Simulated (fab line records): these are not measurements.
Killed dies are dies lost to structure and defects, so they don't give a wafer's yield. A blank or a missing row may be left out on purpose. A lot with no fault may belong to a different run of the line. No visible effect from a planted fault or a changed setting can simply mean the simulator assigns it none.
Split-lot study | flow rit-cmos | 23 wafers read across 5 lots, on a route 202 steps long

## ON THE SPLIT
At RIT_ACTIVE_COAT_06 (resist thk 1000 nm), the setting spin-rpm was moved away from the recipe's 3250 rpm on 8 of the 23 wafers read, by -5.7% to +5.5%. All remaining wafers had this setting at the recipe value.

## FROM THE SPLIT TO THE READING: what the file shows between them, 3 steps
- RIT_ACTIVE_SOFTBAKE_07: time 60 s
- RIT_ACTIVE_EXPOSE_08: exposes mask M1, target cd 1400 nm
- RIT_ACTIVE_DEVELOP_10: develop time 50 s

## THE READING
NOVOLAK_of_ACTIVE_COAT_06.thk-nm (the simulator's own value, which no gauge read), in nm, at RIT_ACTIVE_HARDBAKE_12 (time 60 s). The file does not state a usual value for it. Average 885.9 nm, standard deviation 2.2 nm, over the 15 wafers here run with the recipe.

wafer  | tool, chamber at the split | spin-rpm as run, rpm | against the recipe | NOVOLAK_of_ACTIVE_COAT_06.thk-nm, nm | against lot-mates on the recipe
L074.2 | litho-track-04, 0          | 3250                 | recipe             | 884.7                                | -
L074.3 | litho-track-04, 0          | 3250                 | recipe             | 885.7                                | -
L074.4 | litho-track-04, 0          | 3333                 | +2.6%              | 873.1                                | -12.1
L074.5 | litho-track-04, 0          | 3333                 | +2.6%              | 874.5                                | -10.7
L074.6 | litho-track-04, 0          | 3333                 | +2.6%              | 873                                  | -12.2
L075.1 | litho-track-02, 0          | 3066                 | -5.7%              | 911.7                                | +26.1
L075.2 | litho-track-02, 0          | 3250                 | recipe             | 885.1                                | -
L075.3 | litho-track-02, 0          | 3250                 | recipe             | 885.6                                | -
L075.4 | litho-track-02, 0          | 3250                 | recipe             | 886                                  | -
L075.6 | litho-track-02, 0          | 3066                 | -5.7%              | 909.3                                | +23.7
L076.3 | litho-track-02, 0          | 3250                 | recipe             | 890.6                                | -
L076.4 | litho-track-02, 0          | 3250                 | recipe             | 888.6                                | -
L076.5 | litho-track-02, 0          | 3250                 | recipe             | 887.8                                | -
L080.1 | litho-track-04, 0          | 3250                 | recipe             | 884.3                                | -
L080.5 | litho-track-04, 0          | 3250                 | recipe             | 884.3                                | -
L080.2 | litho-track-04, 0          | 3250                 | recipe             | 886.6                                | -
L080.4 | litho-track-04, 0          | 3250                 | recipe             | 885.8                                | -
L080.6 | litho-track-04, 0          | 3250                 | recipe             | 888.2                                | -
L084.2 | litho-track-03, 0          | 3428                 | +5.5%              | 858.8                                | -23.7
L084.3 | litho-track-03, 0          | 3250                 | recipe             | 881.2                                | -
L084.4 | litho-track-03, 0          | 3428                 | +5.5%              | 857.8                                | -24.7
L084.5 | litho-track-03, 0          | 3250                 | recipe             | 883.7                                | -
L084.6 | litho-track-03, 0          | 3428                 | +5.5%              | 859.8                                | -22.7

FIT RESULTS
A straight line over all 23 wafers: NOVOLAK_of_ACTIVE_COAT_06.thk-nm changes by -4.68 nm for each +1% of spin-rpm; r = -0.99; the points scatter about the line by 2.1 nm.
The same after taking each lot's own level away (the mean of its wafers on the recipe; 23 wafers): -4.38 nm for each +1%; r = -1.00; scatter 1.1 nm.
On that fit, the largest move of spin-rpm shifts the reading by 25 nm.
Across the lots, their own levels run from 882.45 to 889.00 nm, a range of 3.0 times the standard deviation given above.
So the lot-to-lot level changes the slope little: the two slopes agree.
Check: with one of the wafers moved furthest among these (-5.7%) left out of the fit, the line predicts +24.3 nm for it against its lot-mates. It came out at +26.1 nm against them.

## ADDITIONAL SPLITS CARRIED BY THESE WAFERS
Other splits were also applied to these wafers ahead of the reading. Each is held against what the fit with the lots' levels taken away leaves over:
other split on the same wafers      | wafers away from the commonest value | r with NOVOLAK_of_ACTIVE_COAT_06.thk-nm (lot level and that fit taken away)
RIT_ACTIVE_CVD_03 sih2cl2-flow-sccm | 18                                   | +0.03

## THE WHOLE CHAIN: every reading that the file lists as answering this split, in the file's order
step                   | what it does       | reading                                                                           | change (the file's fit)              | r (the file's)
RIT_ACTIVE_COAT_06     | resist thk 1000 nm | NOVOLAK_of_ACTIVE_COAT_06.thk-nm (the simulator's own value, which no gauge read) | -5 nm for each +1% of the setting    | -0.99
RIT_ACTIVE_HARDBAKE_12 | time 60 s          | NOVOLAK_of_ACTIVE_COAT_06.thk-nm (the simulator's own value, which no gauge read) | -4.38 nm for each +1% of the setting | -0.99

## FILE'S OWN FIT
NOVOLAK_of_ACTIVE_COAT_06.thk-nm changes by -4.38 nm for each +1% of spin-rpm, r = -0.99.
